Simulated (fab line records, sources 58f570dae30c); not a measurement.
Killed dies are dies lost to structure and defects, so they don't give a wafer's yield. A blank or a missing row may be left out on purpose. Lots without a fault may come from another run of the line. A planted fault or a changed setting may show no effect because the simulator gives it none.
Split-lot experiment | flow berkeley_cmos170 | 5 lots, 23 wafers read, on a route of 331 steps

THE SPLIT
At UCB170_PWELL_OXIDATION_02 (target thk 26.4 nm, ox time 1260 s), the setting temp_c was moved away from the recipe's 1000 C on 15 of the 23 wafers read, by -1.6% to +1.0%. The other wafers ran this setting at the recipe's value.

The file shows no step between the split and the reading.

THE READING
PWELL_OXIDE_THK, in nm, at UCB170_PWELL_THK_MEAS_03. Fault-free wafers of this fab line usually give 26.2 nm, standard deviation 0.31 nm.

wafer  | tool, chamber at the split | temp_c as run, C | against the recipe | PWELL_OXIDE_THK, nm | against lot-mates on the recipe
L074.1 | -, -                       | 983.5            | -1.6%              | 21.3                | no lot-mate on the recipe
L074.2 | -, -                       | 983.5            | -1.6%              | 21.5                | no lot-mate on the recipe
L074.3 | -, -                       | 983.5            | -1.6%              | 21.4                | no lot-mate on the recipe
L074.4 | -, -                       | 983.5            | -1.6%              | 21.6                | no lot-mate on the recipe
L074.6 | -, -                       | 983.5            | -1.6%              | 21.1                | no lot-mate on the recipe
L079.1 | -, -                       | 986.8            | -1.3%              | 22.4                | no lot-mate on the recipe
L079.2 | -, -                       | 986.8            | -1.3%              | 22.2                | no lot-mate on the recipe
L079.3 | -, -                       | 986.8            | -1.3%              | 22.6                | no lot-mate on the recipe
L079.4 | -, -                       | 986.8            | -1.3%              | 22.6                | no lot-mate on the recipe
L079.5 | -, -                       | 986.8            | -1.3%              | 22.8                | no lot-mate on the recipe
L080.1 | -, -                       | 1000             | recipe             | 26.0                | -
L080.2 | -, -                       | 1000             | recipe             | 26.0                | -
L080.3 | -, -                       | 1000             | recipe             | 25.9                | -
L080.4 | -, -                       | 1000             | recipe             | 26.0                | -
L080.6 | -, -                       | 1000             | recipe             | 26.0                | -
L083.3 | furnace-02, 0              | 1000             | recipe             | 26.6                | -
L083.4 | furnace-02, 0              | 1000             | recipe             | 26.5                | -
L083.5 | furnace-02, 0              | 1000             | recipe             | 26.8                | -
L084.2 | -, -                       | 1010             | +1.0%              | 28.7                | no lot-mate on the recipe
L084.3 | -, -                       | 1010             | +1.0%              | 28.3                | no lot-mate on the recipe
L084.4 | -, -                       | 1010             | +1.0%              | 28.8                | no lot-mate on the recipe
L084.5 | -, -                       | 1010             | +1.0%              | 28.8                | no lot-mate on the recipe
L084.6 | -, -                       | 1010             | +1.0%              | 29.0                | no lot-mate on the recipe

THE FIT
A straight line over all 23 wafers: PWELL_OXIDE_THK changes by +2.77 nm for each +1% of temp_c; r = +0.99; the points scatter about the line by 0.3 nm.
Too few moved wafers have a lot-mate on the recipe to fit a line with each lot's own level taken away.

THE WHOLE CHAIN: every reading that the file lists as answering this split, in the file's order
step                      | what it does                       | reading                                                                            | change (the file's fit)              | r (the file's)
UCB170_PWELL_OXIDATION_02 | target thk 26.4 nm, ox time 1260 s | SiO2_of_PWELL_OXIDATION_02.thk_nm (the simulator's own value, which no gauge read) | +2.77 nm for each +1% of the setting | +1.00
UCB170_PWELL_THK_MEAS_03  |                                    | PWELL_OXIDE_THK                                                                    | +2.77 for each +1% of the setting    | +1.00

THE FILE'S OWN FIT
PWELL_OXIDE_THK changes by +2.77 nm for each +1% of temp_c, r = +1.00.
